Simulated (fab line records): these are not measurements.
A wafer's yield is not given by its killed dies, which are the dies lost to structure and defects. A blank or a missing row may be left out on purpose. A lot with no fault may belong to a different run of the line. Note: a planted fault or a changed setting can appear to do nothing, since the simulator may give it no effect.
Which of the tools did it? | flow ritCmos | 13 lots with 39 wafers sampled at 5 steps, on a route of 202 steps

== WHAT EACH GAUGE READ, for each wafer ==
RIT_FOX2_THK_MEAS_01.
lot  | measured    | on           | FOX2_OXIDE_THK (nm)
L457 | day 2 04:28 | filmMetro-01 | 346 346 342
L458 | day 2 08:13 | filmMetro-02 | 360 354 354
L459 | day 2 08:18 | filmMetro-02 | 356 357 354
L460 | day 2 16:33 | filmMetro-03 | 361 362 363
L463 | day 3 01:58 | filmMetro-01 | 344 338 348
L464 | day 3 07:38 | filmMetro-02 | 353 352 343
L466 | day 3 22:44 | filmMetro-02 | 350 350 350
L467 | day 4 01:22 | filmMetro-03 | 334 336 340
L468 | day 4 04:07 | filmMetro-02 | 338 345 345
L474 | day 5 08:41 | filmMetro-01 | 354 356 353
L478 | day 6 06:00 | filmMetro-02 | 347 351 348
L479 | day 6 10:32 | filmMetro-03 | 345 343 346
L480 | day 6 14:52 | filmMetro-03 | 348 347 342

RIT_PWELL_TW_MEAS_10.
lot  | measured    | on           | PWELL_TW
L457 | day 2 08:42 | filmMetro-03 | 951 951 962
L458 | day 2 12:12 | filmMetro-04 | 927 934 938
L459 | day 2 12:35 | filmMetro-03 | 953 946 949
L460 | day 2 20:56 | filmMetro-03 | 949 946 948
L463 | day 3 06:16 | filmMetro-03 | 943 948 943
L464 | day 3 11:42 | filmMetro-02 | 958 951 954
L466 | day 4 03:11 | filmMetro-02 | 959 957 954
L467 | day 4 05:39 | filmMetro-02 | 961 959 958
L468 | day 4 08:30 | filmMetro-02 | 962 964 965
L474 | day 5 12:40 | filmMetro-04 | 934 936 936
L478 | day 6 10:13 | filmMetro-02 | 960 964 960
L479 | day 6 15:32 | filmMetro-03 | 950 947 951
L480 | day 6 19:04 | filmMetro-02 | 956 956 956

RIT_GATE_THK_MEAS_09.
lot  | measured    | on           | GATE_POLY_THK (nm)
L457 | day 2 22:21 | filmMetro-01 | 250.7 253.6 251.5
L458 | day 3 04:04 | filmMetro-01 | 247.2 247.7 247.5
L459 | day 3 04:01 | filmMetro-01 | 247.9 248.0 249.4
L460 | day 3 11:16 | filmMetro-02 | 252.0 249.3 250.3
L463 | day 3 23:31 | filmMetro-01 | 252.2 250.1 249.5
L464 | day 4 04:44 | filmMetro-01 | 193.7 192.3 192.1
L466 | day 4 18:50 | filmMetro-02 | 194.4 194.7 195.9
L467 | day 4 18:50 | filmMetro-03 | 194.9 194.7 194.1
L468 | day 4 22:17 | filmMetro-02 | 248.6 250.6 250.7
L474 | day 6 01:54 | filmMetro-01 | 254.2 254.5 255.0
L478 | day 7 00:28 | filmMetro-02 | 249.7 250.3 250.5
L479 | day 7 06:52 | filmMetro-02 | 250.3 248.9 248.1
L480 | day 7 10:11 | filmMetro-02 | 249.8 252.8 249.9

== WHICH TOOL RAN EACH LOT (tool, then ch and the chambers of the sampled wafers, then the start) ==
lot  | RIT_NWELL_STRIP_09                 | RIT_GATE_CVD_08
L457 | plasmaAsher-01 ch 0,1, day 2 06:51 | lpcvd-01 ch 1, day 2 20:44
L458 | plasmaAsher-02 ch 0,1, day 2 10:28 | lpcvd-02 ch 0, day 3 02:23
L459 | plasmaAsher-03 ch 0,1, day 2 10:46 | lpcvd-02 ch 1, day 3 02:23
L460 | plasmaAsher-01 ch 0,1, day 2 18:56 | lpcvd-01 ch 0, day 3 09:39
L463 | plasmaAsher-02 ch 0,1, day 3 04:13 | lpcvd-01 ch 1, day 3 21:54
L464 | plasmaAsher-03 ch 0,1, day 3 09:56 | lpcvd-02 ch 1, day 4 02:18
L466 | plasmaAsher-02 ch 0,1, day 4 01:18 | lpcvd-02 ch 0, day 4 17:13
L467 | plasmaAsher-02 ch 0,1, day 4 03:46 | lpcvd-02 ch 0, day 4 17:13
L468 | plasmaAsher-01 ch 0,1, day 4 06:38 | lpcvd-01 ch 0, day 4 20:40
L474 | plasmaAsher-02 ch 0,1, day 5 10:58 | lpcvd-01 ch 0, day 6 00:15
L478 | plasmaAsher-02 ch 0,1, day 6 08:17 | lpcvd-01 ch 0, day 6 22:01
L479 | plasmaAsher-02 ch 1, day 6 13:37   | lpcvd-01 ch 0, day 7 05:14
L480 | plasmaAsher-01 ch 0,1, day 6 17:20 | lpcvd-01 ch 0, day 7 08:35
- RIT_NWELL_STRIP_09: strips in O2, time 180 s.
- RIT_GATE_CVD_08: deposits poly-Si from SiH4, target thk 250 nm, time 2220 s.

== WHAT THE TOOLS THEMSELVES READ (means of the sampled wafers that have a number; where no wafer has one, the mark that the record gives instead) ==
RIT_NWELL_STRIP_09.
lot  | tool           | drypumpMotorCurrentA (A)
L457 | plasmaAsher-01 | 5.4
L458 | plasmaAsher-02 | 5.6
L459 | plasmaAsher-03 | 6.2
L460 | plasmaAsher-01 | 5.2
L463 | plasmaAsher-02 | 5.5
L464 | plasmaAsher-03 | 6.4
L466 | plasmaAsher-02 | 5.5
L467 | plasmaAsher-02 | 5.5
L468 | plasmaAsher-01 | 5.4
L474 | plasmaAsher-02 | 5.5
L478 | plasmaAsher-02 | 5.5
L479 | plasmaAsher-02 | 5.5
L480 | plasmaAsher-01 | 5.3

RIT_GATE_CVD_08.
lot  | tool     | spikeTcCentreC (C) | spikeTcLoadC (C) | spikeTcSourceC (C) | zonePowerCentrePct (%)
L457 | lpcvd-01 | 613.4              | 635.6            | 630.9              | 23
L458 | lpcvd-02 | 613.6              | 633.1            | 632.9              | 31
L459 | lpcvd-02 | 611.7              | 633.8            | 635.0              | 35
L460 | lpcvd-01 | 611.5              | 633.5            | 630.6              | 30
L463 | lpcvd-01 | 613.7              | 636.6            | 631.7              | 23
L464 | lpcvd-02 | 600.6              | 622.2            | 623.5              | 34
L466 | lpcvd-02 | 603.3              | 624.1            | 621.6              | 30
L467 | lpcvd-02 | 603.9              | 624.2            | 620.9              | 30
L468 | lpcvd-01 | 610.5              | 633.0            | 629.7              | 30
L474 | lpcvd-01 | 611.9              | 633.1            | 630.5              | 30
L478 | lpcvd-01 | 611.9              | 633.1            | 630.0              | 30
L479 | lpcvd-01 | 611.3              | 634.7            | 630.3              | 30
L480 | lpcvd-01 | 610.5              | 633.1            | 630.3              | 30

== THE ANSWER, worked out from the rows above alone ==
Rule: the usual values come from the lots themselves. The widest of any qualifying gaps counts: lots, ordered by their means at a reading, are off when they make up no more than a third of the lots, leave a main group of 4 or more, and stand apart from it by 3 or more times the standard deviation of that group's means. Not used: any main group whose means are identical at the precision the tables above print for the reading. A lot without any number at a reading at which 4 lots or more have one is off too. All remaining lots with rows at the step are treated as sound. Order of review: gauges by route order, followed by the tools' own readings, for which a lot's mean as printed above is used. The first step at which some lot is off is used, and at that step the reading that is off furthest; a lot without a number counts as furthest.
Off: at RIT_GATE_THK_MEAS_09 (GATE_POLY_THK), L464, L466, L467. The main group: mean 250.4 nm, standard deviation 1.9.
A tool fits if, at a process step before that reading, it ran every lot that is off, and no sound lot after the first of them. Not tried: the gauges at RIT_GATE_THK_MEAS_09; whatever is off there is also off at RIT_GATE_CVD_08, on other tools, and gauge error can't account for it. One candidate fits, namely lpcvd-02 at RIT_GATE_CVD_08. A fault onset in the window from L458 (day 3 02:23, its last sound lot) to L464 (day 4 02:18, its first lot off) fits.
The tool's own readings at RIT_GATE_CVD_08 bear it out: on the lots that are off they differ by more than 5 times the standard deviation of the sound lots' means. spikeTcCentreC reads 602.6 C there against 612.0 C on the sound lots; spikeTcLoadC reads 623.5 C there against 634.0 C on the sound lots; spikeTcSourceC reads 622.0 C there against 631.2 C on the sound lots.

== WHAT THE SIMULATOR HAD INSERTED ==
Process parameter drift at RIT_GATE_CVD_08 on lpcvd-02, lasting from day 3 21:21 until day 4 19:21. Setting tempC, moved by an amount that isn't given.
Struck lots among those shown: L464, L466, L467. This agrees with what the rule above found.
